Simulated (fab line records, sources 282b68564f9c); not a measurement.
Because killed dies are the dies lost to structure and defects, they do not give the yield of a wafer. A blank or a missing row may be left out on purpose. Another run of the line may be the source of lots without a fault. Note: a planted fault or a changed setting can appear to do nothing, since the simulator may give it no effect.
Code-filled problem report in 8D (eight disciplines) form || flow rit-cmos || the parts of the form that need people (team, actions taken, sign-off) are left out

== 1. PROBLEM STATEMENT ==
Mean of heater-power-total-W at RIT_NLDD_SOFTBAKE_02: 36.70 W across 9 wafers in 3 lots; on wafers with no fault it is 34.56 W (standard deviation 0.051). That puts it +42 standard deviations away from the usual mean.
The step: time 60 s.
The first sign was on wafer L809.1 at day 3 12:04, on litho-track-03. At this step, 21 wafers from 7 lots have a number in the record. Rule for "out", or "out of limits": more than 4 standard deviations from the usual mean. Any other wafer with a number is counted as sound.

== 2. WHAT THIS IS AND IS NOT ==
{"question": "which readings at this step", "is": "heater-power-total-W, plate-temp-C", "is not": "-"}
{"question": "which lots", "is": "L809, L810, L811", "is not": "L807, L820, L823, L827"}
{"question": "which wafers of those lots", "is": "all that have a number", "is not": "-"}
{"question": "read on which tools", "is": "litho-track-03", "is not": "litho-track-04"}
{"question": "when", "is": "from day 3 12:04", "is not": "up to then (3 sound wafers); but 9 sound wafers of L820, L823, L827 came after"}

== 3. SUSPECTS, AND WHAT RULES EACH OUT ==
Counting: a tool at any process step up to the reading remains a suspect when it ran all the lots that are out and ran no sound lot after the first of those.
- litho-track-03 at RIT_NLDD_SOFTBAKE_02 (time 60 s): ruled out as a lasting fault. After its first lot that is out, L809 (day 3 12:04), sound lots L827 ran on it.
Left after counting: nothing in the record.

== 4. THE CAUSE (what the simulator had put in) ==
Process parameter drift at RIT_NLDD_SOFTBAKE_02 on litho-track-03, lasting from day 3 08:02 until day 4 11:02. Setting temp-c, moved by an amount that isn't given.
Counting ruled it out, wrongly.

== 5. THE CHAIN OF EFFECTS, in route order ==
One row per reading whose mean, taken over the struck wafers that have a number, lies over 3 standard deviations from the usual. Readings are gone through only where the record gives a usual standard deviation; hours: the median, over the lots, of the time from a lot's start at the first step in this table giving one to that lot's start at this step; sigmas: the change measured in usual standard deviations.
{"hours": 0, "step": "RIT_NLDD_SOFTBAKE_02", "reading": "heater-power-total-W", "usual": "34.56 W", "on struck wafers": 36.70, "change": "+2.14", "sigmas": "+42"}
{"hours": 0, "step": "RIT_NLDD_SOFTBAKE_02", "reading": "plate-temp-C", "usual": "90.01 C", "on struck wafers": 93.89, "change": "+3.88", "sigmas": "+30"}
The process steps in it:
- RIT_NLDD_SOFTBAKE_02: time 60 s.
Later measuring or inspecting steps at which every struck wafer that the step has a row for has a number for every such reading, and none has moved that far: RIT_NLDD_OVL_MEAS_06.

== 6. HOW IT WOULD HAVE BEEN CAUGHT EARLIER ==
First out-of-limits reading in this record: day 3 12:04, which is 4 hours after fault onset at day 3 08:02.
